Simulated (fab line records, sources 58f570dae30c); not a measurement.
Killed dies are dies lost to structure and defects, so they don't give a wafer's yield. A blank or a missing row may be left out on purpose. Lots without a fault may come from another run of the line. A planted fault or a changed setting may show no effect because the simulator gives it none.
Which tool did it? | flow berkeley_cmos170 | 14 lots, 42 wafers sampled, at 4 steps of a route of 331

WHAT THE GAUGES READ, wafer by wafer
UCB170_V1_THK_MEAS_01. Usual: V1_TEOS_THK 2065 nm, standard deviation 25.
lot  | measured     | on            | V1_TEOS_THK (nm) | flag
L908 | day 8 15:20  | film_metro-02 | 2057 2090 2071   |
L907 | day 8 15:40  | film_metro-03 | 2051 2100 2063   |
L909 | day 8 15:38  | film_metro-01 | 2043 2050 2073   |
L910 | day 8 22:02  | film_metro-01 | 2029 2085 2080   |
L914 | day 10 01:43 | film_metro-03 | 2047 2053 2028   |
L913 | day 10 01:50 | film_metro-03 | 2034 2055 2047   |
L916 | day 10 01:51 | film_metro-01 | 2044 2087 2126   |
L920 | day 10 13:15 | film_metro-01 | 2058 2071 2063   |
L921 | day 10 13:09 | film_metro-02 | 2032 2016 2060   |
L918 | day 10 15:58 | film_metro-02 | 2835 2078 2062   | OFF
L917 | day 10 20:17 | film_metro-01 | 2048 2069 2041   |
L923 | day 10 20:17 | film_metro-02 | 2064 2872 2899   | OFF
L924 | day 11 07:58 | film_metro-01 | 2063 2105 2122   |
L928 | day 12 07:24 | film_metro-02 | 2028 2050 2057   |

UCB170_V1_CD_MEAS_12: target cd 700 nm. Usual: cd_nm 700.0 nm, standard deviation 1.2.
lot  | measured     | on        | cd_nm (nm)        | flag
L908 | day 8 17:14  | cd_sem-01 | 700.4 700.1 699.8 |
L907 | day 8 17:49  | cd_sem-02 | 701.5 700.6 700.4 |
L909 | day 8 17:54  | cd_sem-01 | 701.3 700.8 700.0 |
L910 | day 9 01:52  | cd_sem-02 | 702.5 700.9 701.2 |
L914 | day 10 03:49 | cd_sem-01 | 700.9 700.3 699.1 |
L913 | day 10 04:43 | cd_sem-01 | 701.6 700.0 702.3 |
L916 | day 10 04:52 | cd_sem-02 | 696.8 698.8 697.1 |
L920 | day 10 16:54 | cd_sem-01 | 699.7 700.0 700.1 |
L921 | day 10 16:43 | cd_sem-02 | 698.5 699.8 699.3 |
L918 | day 10 19:46 | cd_sem-01 | 699.3 699.9 701.5 |
L917 | day 10 23:08 | cd_sem-02 | 699.7 700.4 701.0 |
L923 | day 11 00:15 | cd_sem-02 | 700.9 700.3 700.8 |
L924 | day 11 10:09 | cd_sem-02 | 700.1 699.4 698.5 |
L928 | day 12 09:37 | cd_sem-02 | 699.5 697.9 698.6 |

WHICH TOOL RAN EACH LOT (tool, then ch and the chambers of the sampled wafers, then the start)
lot  | UCB170_CONTACT_ETCH_17             | UCB170_V1_CVD_00
L908 | rie_diel-01 ch 0,3, day 8 07:43    | pecvd-01 ch 0,1,2, day 8 15:10
L907 | rie_diel-01 ch 2,3, day 8 08:32    | pecvd-03 ch 0,2, day 8 15:29
L909 | rie_diel-04 ch 1,2,3, day 8 08:37  | pecvd-01 ch 0,1, day 8 15:29
L910 | rie_diel-01 ch 1,2,3, day 8 13:35  | pecvd-03 ch 0,1,2, day 8 21:52
L914 | rie_diel-04 ch 0,1,2, day 9 17:11  | pecvd-04 ch 0,1,2, day 10 01:31
L913 | rie_diel-01 ch 0,3, day 9 17:59    | pecvd-01 ch 0,1,2, day 10 01:40
L916 | rie_diel-04 ch 0,1,2, day 9 18:22  | pecvd-04 ch 1,2, day 10 01:40
L920 | rie_diel-03 ch 1,2, day 10 06:20   | pecvd-03 ch 1,2, day 10 13:04
L921 | rie_diel-04 ch 1,3, day 10 06:52   | pecvd-01 ch 1,2, day 10 12:59
L918 | rie_diel-03 ch 1,2,3, day 10 09:02 | pecvd-01 ch 0,1,2, day 10 15:47
L917 | rie_diel-04 ch 0,1,3, day 10 13:23 | pecvd-03 ch 0,1,2, day 10 20:08
L923 | rie_diel-01 ch 1,2,3, day 10 13:40 | pecvd-01 ch 0,1, day 10 20:08
L924 | rie_diel-01 ch 0,1, day 11 00:26   | pecvd-04 ch 0,1,2, day 11 07:47
L928 | rie_diel-03 ch 2,3, day 11 22:33   | pecvd-03 ch 0,1,2, day 12 07:14
- UCB170_CONTACT_ETCH_17: etches BARC in N2/H2.
- UCB170_V1_CVD_00: deposits SiO2 from TEOS/O2, target thk 2000 nm, time 258.4 s.

WHAT THE TOOLS THEMSELVES READ (means of the sampled wafers that have a number; where no wafer has one, the mark that the record gives instead)
UCB170_CONTACT_ETCH_17. Usual: drypump_motor_current_A 5.8 A, standard deviation 0.45; oes_product_au 1.002 a.u., standard deviation 0.016; throttle_valve_pct 13.30 %, standard deviation 0.21.
lot  | tool        | drypump_motor_current_A (A) | oes_product_au (a.u.) | throttle_valve_pct (%) | flag
L908 | rie_diel-01 | 5.4                         | 1.004                 | 13.23                  |
L907 | rie_diel-01 | 5.5                         | 1.019                 | 13.10                  |
L909 | rie_diel-04 | 5.9                         | 0.991                 | 13.54                  |
L910 | rie_diel-01 | 5.6                         | 1.003                 | 13.08                  |
L914 | rie_diel-04 | 5.8                         | 1.005                 | 13.51                  |
L913 | rie_diel-01 | 5.4                         | 0.997                 | 13.23                  |
L916 | rie_diel-04 | 5.8                         | 1.003                 | 13.51                  |
L920 | rie_diel-03 | 6.4                         | 1.001                 | 13.19                  |
L921 | rie_diel-04 | 6.1                         | 0.980                 | 13.65                  |
L918 | rie_diel-03 | 6.1                         | 0.992                 | 13.28                  |
L917 | rie_diel-04 | 6.0                         | 1.001                 | 13.64                  |
L923 | rie_diel-01 | 5.6                         | 0.998                 | 13.08                  |
L924 | rie_diel-01 | 5.5                         | 1.007                 | 13.23                  |
L928 | rie_diel-03 | 6.1                         | 0.982                 | 13.43                  |

UCB170_V1_CVD_00. Usual: heater_power_w 268 W, standard deviation 55; pressure_mtorr 8998 mTorr, standard deviation 18.
lot  | tool     | heater_power_w (W) | pressure_mtorr (mTorr) | flag
L908 | pecvd-01 | 281                | 9003                   |
L907 | pecvd-03 | 288                | 9011                   |
L909 | pecvd-01 | 268                | 8989                   |
L910 | pecvd-03 | 286                | 8989                   |
L914 | pecvd-04 | 244                | 9013                   |
L913 | pecvd-01 | 259                | 8972                   |
L916 | pecvd-04 | 201                | 9003                   |
L920 | pecvd-03 | 256                | 8973                   |
L921 | pecvd-01 | 255                | 9009                   |
L918 | pecvd-01 | 258                | 9012                   |
L917 | pecvd-03 | 265                | 9011                   |
L923 | pecvd-01 | 268                | 8992                   |
L924 | pecvd-04 | 181                | 8985                   |
L928 | pecvd-03 | 280                | 8997                   |

THE ANSWER, worked out from the rows above alone
Rule: a lot is off if the mean of its wafers that have a number lies more than 3 standard deviations from the usual mean. A lot without any number at a reading at which 4 lots or more have one is off too. The other lots that the step has rows for count as sound. The gauges are gone through in route order, then the tools' own readings, and for those a lot's mean is taken as printed above. The first step at which some lot is off is used, and at that step the reading that is off furthest; a lot without a number counts as furthest.
Off: L918, L923, at UCB170_V1_THK_MEAS_01 (V1_TEOS_THK).
A tool fits if, at a process step before that reading, it ran every lot that is off, and no sound lot after the first of them. The gauges at UCB170_V1_THK_MEAS_01 are tried like those tools. One fits: pecvd-01 at UCB170_V1_CVD_00. Its last sound lot is L921 (day 10 12:59), its first lot that is off L918 (day 10 15:47): a fault that began between those two fits.

WHAT THE SIMULATOR HAD PUT IN
Process parameter drift: pecvd-01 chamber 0, from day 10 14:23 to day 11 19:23, at UCB170_V1_CVD_00. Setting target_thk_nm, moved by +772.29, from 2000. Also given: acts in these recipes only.
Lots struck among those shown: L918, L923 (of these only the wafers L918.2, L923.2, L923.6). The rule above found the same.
